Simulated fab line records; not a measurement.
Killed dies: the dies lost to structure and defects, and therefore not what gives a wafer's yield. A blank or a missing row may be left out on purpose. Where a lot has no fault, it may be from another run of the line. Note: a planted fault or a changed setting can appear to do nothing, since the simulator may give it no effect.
A lot that was struck, set against a sound lot / flow ritCmos / 15 steps out of a route of 202
Sound: these wafers, L815.3, L815.4, L815.5. The struck wafers were L819.3, L819.4, L819.6. The cause is given at the end.
Order at every step that has rows: each side's tool, ch and its chambers, its first start. Under that, the readings that differ: sound wafers / struck wafers / difference of the means / sigmas: that difference in standard deviations of wafers without a fault.
alike: readings with means less than 2 such deviations apart, plus words and numbers identical on both sides. not compared: withheld readings, readings lacking a value on some wafer, bounds such as >300 that could conceal the same value, and numbers that have no deviation in the record and whose values overlap.
Wherever a step has rows on one side only, a row that says differs or no value, or a row with sigmas, the two part there. Non-overlapping numbers with no deviation appear without sigmas and do not part them. A reading missing from all wafers of one side parts the sides only when that side holds two or more wafers.

first, 2 steps without rows for these wafers: RIT_PLDD_HARDBAKE_07 (time 60 s); RIT_PLDD_IMPLANT_08.
RIT_PLDD_STRIP_09: strips in O2, time 180 s.
  sound on plasmaAsher-03 ch 0,1, day 5 16:35; struck on plasmaAsher-04 ch 0,1, day 6 07:11
  alike: chamberPressureMTorr, drypumpMotorCurrentA
  not compared: rfHoursCounterH
RIT_PLDD_TW_MEAS_10:
  struck on filmMetro-04, day 6 07:19; sound on filmMetro-01, day 5 16:43
reading=PLDD_TW; sound=2289 2288 2298; struck=2350 2364 2355; difference=+65; sigmas=+2
then, 4 steps without rows for these wafers: RIT_SPACER_CLEAN_00 (cleans in SC1, time 600 s); RIT_SPACER_CLEAN_01 (cleans in dHF, time 30 s); RIT_SPACER_CLEAN_02 (cleans in SC2, time 600 s); RIT_SPACER_CVD_03 (deposits Si3N4 from SiH2Cl2/NH3, target thk 250 nm, time 3300 s).
RIT_SPACER_THK_MEAS_04:
  struck on filmMetro-03, day 6 09:40; sound on filmMetro-04, day 5 19:04
  alike: SPACER_NITRIDE_THK
RIT_SPACER_ETCHBACK_05: etches Si3N4 in SF6/CHF3, stops on SiO2, target depth 250 nm, time 240 s.
  sound on rieDiel-01 ch 1,3, day 5 19:07; struck on rieDiel-02 ch 1,3, day 6 09:43
reading=oesProductAu (a.u.); sound=0.828 0.808 0.813; struck=0.850 0.861 0.859; difference=+0.040; sigmas=+3
  alike: chamberPressureMTorr, drypumpMotorCurrentA, rfFwdPowerW, throttleValvePct
  not compared: rfHoursCounterH
then, 2 steps without rows for these wafers: RIT_NSD_HMDS_00 (prime time 60 s); RIT_NSD_COAT_01 (resist thk 1000 nm).
RIT_NSD_SOFTBAKE_02: time 60 s.
  sound on lithoTrack-02 ch 0, day 5 19:37; struck on lithoTrack-02 ch 0, day 6 10:13
reading=runLengthS (s); sound=89.17 89.33 89.20; struck=91.35 91.43 91.55; difference=+2.21; sigmas=+16
  alike: exhaustPa
then, 1 step without rows for these wafers: RIT_NSD_EXPOSE_03 (exposes mask M9, target cd 40700 nm).
RIT_M1_PROBE_99:
  struck on prober-02, day 6 20:59; sound on prober-02, day 6 07:05
  alike: killedAtContacts, killedAtFrontEnd, killedDies, killedOpen, killedShort

== WHERE THEY PART ==
Last at RIT_NSD_SOFTBAKE_02 as far as this record goes, first at RIT_PLDD_TW_MEAS_10. Later steps at which nothing parts them and some readings are alike: RIT_M1_PROBE_99.

WHY: whatever the simulator had introduced
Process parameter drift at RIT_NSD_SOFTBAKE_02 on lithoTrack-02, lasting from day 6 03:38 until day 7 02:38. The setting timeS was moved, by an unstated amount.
